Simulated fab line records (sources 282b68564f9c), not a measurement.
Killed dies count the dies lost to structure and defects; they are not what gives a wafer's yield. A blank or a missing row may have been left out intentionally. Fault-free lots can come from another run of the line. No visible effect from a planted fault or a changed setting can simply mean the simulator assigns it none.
Which of the tools did it? || flow rit-cmos || 21 wafers from 7 lots sampled at 2 of the route's 202 steps

== WHAT THE GAUGES READ, wafer by wafer ==
RIT_REOX_THK_MEAS_04.
{"lot": "L715", "measured": "day 3 03:39", "on": "film-metro-02", "REOX_OXIDE_THK (nm)": "24.7 24.8 24.5"}
{"lot": "L717", "measured": "day 3 15:32", "on": "film-metro-02", "REOX_OXIDE_THK (nm)": "24.4 24.4 24.7"}
{"lot": "L722", "measured": "day 4 17:29", "on": "film-metro-02", "REOX_OXIDE_THK (nm)": "24.8 25.2 25.0"}
{"lot": "L725", "measured": "day 5 06:24", "on": "film-metro-02", "REOX_OXIDE_THK (nm)": "25.3 25.1 24.9"}
{"lot": "L727", "measured": "day 5 11:46", "on": "film-metro-03", "REOX_OXIDE_THK (nm)": "25.2 25.7 25.0"}
{"lot": "L729", "measured": "day 6 00:04", "on": "film-metro-02", "REOX_OXIDE_THK (nm)": "25.4 24.9 25.5"}
{"lot": "L734", "measured": "day 6 23:23", "on": "film-metro-03", "REOX_OXIDE_THK (nm)": "30.5 30.0 30.3"}

== TOOL THAT RAN EACH LOT (tool first, then ch and the chambers of the sampled wafers, then the start) ==
{"lot": "L715", "RIT_REOX_OXIDATION_03": "furnace-03 ch 0, day 3 01:05"}
{"lot": "L717", "RIT_REOX_OXIDATION_03": "furnace-03 ch 0, day 3 12:59"}
{"lot": "L722", "RIT_REOX_OXIDATION_03": "furnace-01 ch 0, day 4 14:56"}
{"lot": "L725", "RIT_REOX_OXIDATION_03": "furnace-01 ch 0, day 5 03:50"}
{"lot": "L727", "RIT_REOX_OXIDATION_03": "furnace-01 ch 0, day 5 09:12"}
{"lot": "L729", "RIT_REOX_OXIDATION_03": "furnace-04 ch 0, day 5 21:31"}
{"lot": "L734", "RIT_REOX_OXIDATION_03": "furnace-01 ch 0, day 6 20:50"}
- RIT_REOX_OXIDATION_03: target thk 25.2 nm, ox time 5580 s.

== THE ANSWER, worked out from the rows above alone ==
Rule: what is usual is taken from the lots themselves. The widest of any qualifying gaps counts: lots, ordered by their means at a reading, are off when they make up no more than a third of the lots, leave a main group of 4 or more, and stand apart from it by 3 or more times the standard deviation of that group's means. Not used: any main group whose means are identical at the precision the tables above print for the reading. Also off: a lot with no number at a reading for which 4 or more lots have one. The other lots that the step has rows for count as sound.
Off: at RIT_REOX_THK_MEAS_04 (REOX_OXIDE_THK), L734. Mean 25.0 nm and standard deviation 0.3 in the main group.
If a tool, at a process step before that reading, ran all the lots that are off and no sound lot after the first of them, it fits. Those tools and the gauges at RIT_REOX_THK_MEAS_04 are tried in the same way. 2 tools fit, furnace-01 at RIT_REOX_OXIDATION_03 and film-metro-03 at RIT_REOX_THK_MEAS_04, so this cannot tell which one it is.

== WHAT THE SIMULATOR HAD PUT IN ==
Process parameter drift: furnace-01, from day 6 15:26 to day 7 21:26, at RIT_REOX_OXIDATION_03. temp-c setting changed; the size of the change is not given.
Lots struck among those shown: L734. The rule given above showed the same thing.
